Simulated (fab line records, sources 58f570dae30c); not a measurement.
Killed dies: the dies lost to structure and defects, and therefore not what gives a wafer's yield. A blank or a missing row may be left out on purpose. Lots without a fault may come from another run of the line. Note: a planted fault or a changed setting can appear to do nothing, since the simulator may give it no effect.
Split-lot experiment -- flow berkeley-cmos170 -- on a route of 331 steps: 5 lots, 23 wafers read

== ABOUT THE SPLIT ==
At UCB170_PWELL_ETCH_14 (etches Si3N4 in CH3F/Ar/O2, stops on SiO2, target depth 242 nm, time 151 s), the setting time-s was moved away from the recipe's 151 s on 5 of the 23 wafers read, by -10.7% to +13.2%. All remaining wafers had this setting at the recipe value.

The reading is taken at the split's own step.

== THE READING ==
KrF_of_PWELL_COAT_08.thk-nm (the simulator's own value, which no gauge read), in nm, at UCB170_PWELL_ETCH_14 (etches Si3N4 in CH3F/Ar/O2, stops on SiO2, target depth 242 nm, time 151 s). The file does not state a usual value for it. Average 723.3 nm, standard deviation 3.4 nm, over the 18 wafers here run with the recipe.

wafer,"tool, chamber at the split","time-s as run, s",against the recipe,"KrF_of_PWELL_COAT_08.thk-nm, nm",against lot-mates on the recipe
L077.2,"rie-diel-03, 3",151,recipe,723.7,-
L077.3,"rie-diel-03, 1",151,recipe,729.6,-
L077.4,"rie-diel-03, 0",171,+13.2%,705.2,-21.3
L077.5,"rie-diel-03, 0",151,recipe,726.2,-
L077.6,"rie-diel-03, 1",171,+13.2%,712.6,-13.9
L080.1,"rie-diel-02, 0",151,recipe,718.5,-
L080.5,"rie-diel-02, 0",151,recipe,720,-
L080.6,"rie-diel-02, 1",151,recipe,723.6,-
L079.1,"rie-diel-01, 3",151,recipe,721.9,-
L079.2,"rie-diel-01, 1",151,recipe,725.3,-
L079.3,"rie-diel-01, 2",151,recipe,721.9,-
L079.5,"rie-diel-01, 0",151,recipe,716.6,-
L079.6,"rie-diel-01, 3",151,recipe,717.7,-
L083.1,"rie-diel-01, 0",151,recipe,723.4,-
L083.2,"rie-diel-01, 1",151,recipe,727.9,-
L083.4,"rie-diel-01, 3",151,recipe,722.9,-
L083.5,"rie-diel-01, 2",151,recipe,724.4,-
L083.6,"rie-diel-01, 3",151,recipe,726,-
L085.1,"rie-diel-02, 3",134.8,-10.7%,746.5,+21.4
L085.2,"rie-diel-02, 2",134.8,-10.7%,735.5,+10.4
L085.4,"rie-diel-02, 1",134.8,-10.7%,742.6,+17.5
L085.5,"rie-diel-02, 0",151,recipe,724.5,-
L085.6,"rie-diel-02, 3",151,recipe,725.7,-

FIT RESULTS
A straight line over all 23 wafers: KrF_of_PWELL_COAT_08.thk-nm changes by -1.38 nm for each +1% of time-s; r = -0.89; the points scatter about the line by 4 nm.
The same after taking each lot's own level away (the mean of its wafers on the recipe; 23 wafers): -1.43 nm for each +1%; r = -0.94; scatter 3 nm.
Per that fit: largest time-s move, reading shift of 19 nm.
Measured against the standard deviation above, the lots' own levels, which go from 720.68 to 726.50 nm, span 1.7 times it.
Hence the lot-to-lot level has little effect on the slope; both slopes agree.
Check: -17.5 nm against its lot-mates is what the line predicts for one of the wafers moved furthest among these (+13.2%) when that wafer is left out of the fit. Against them it came out at -21.3 nm.

== THESE WAFERS: OTHER SPLITS ==
Before the reading, these wafers also passed through other splits. Each is held against what the fit with the lots' levels taken away leaves over:
other split on the same wafers,wafers away from the commonest value,r with KrF_of_PWELL_COAT_08.thk-nm (lot level and that fit taken away)
UCB170_PWELL_CVD_05 time-s,15,-0.09

== THE WHOLE CHAIN: every reading that the file lists as answering this split, in the file's order ==
step,what it does,reading,change (the file's fit),r (the file's)
UCB170_PWELL_ETCH_14,"etches Si3N4 in CH3F/Ar/O2, stops on SiO2, target depth 242 nm, time 151 s","KrF_of_PWELL_COAT_08.thk-nm (the simulator's own value, which no gauge read)",-1.41 nm for each +1% of the setting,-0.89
UCB170_PWELL_STRIP_16,strips in O2,strip-time-to-endpoint-s,withheld for each +1% of the setting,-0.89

== THE FILE'S OWN FIT ==
KrF_of_PWELL_COAT_08.thk-nm changes by -1.41 nm for each +1% of time-s, r = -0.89.
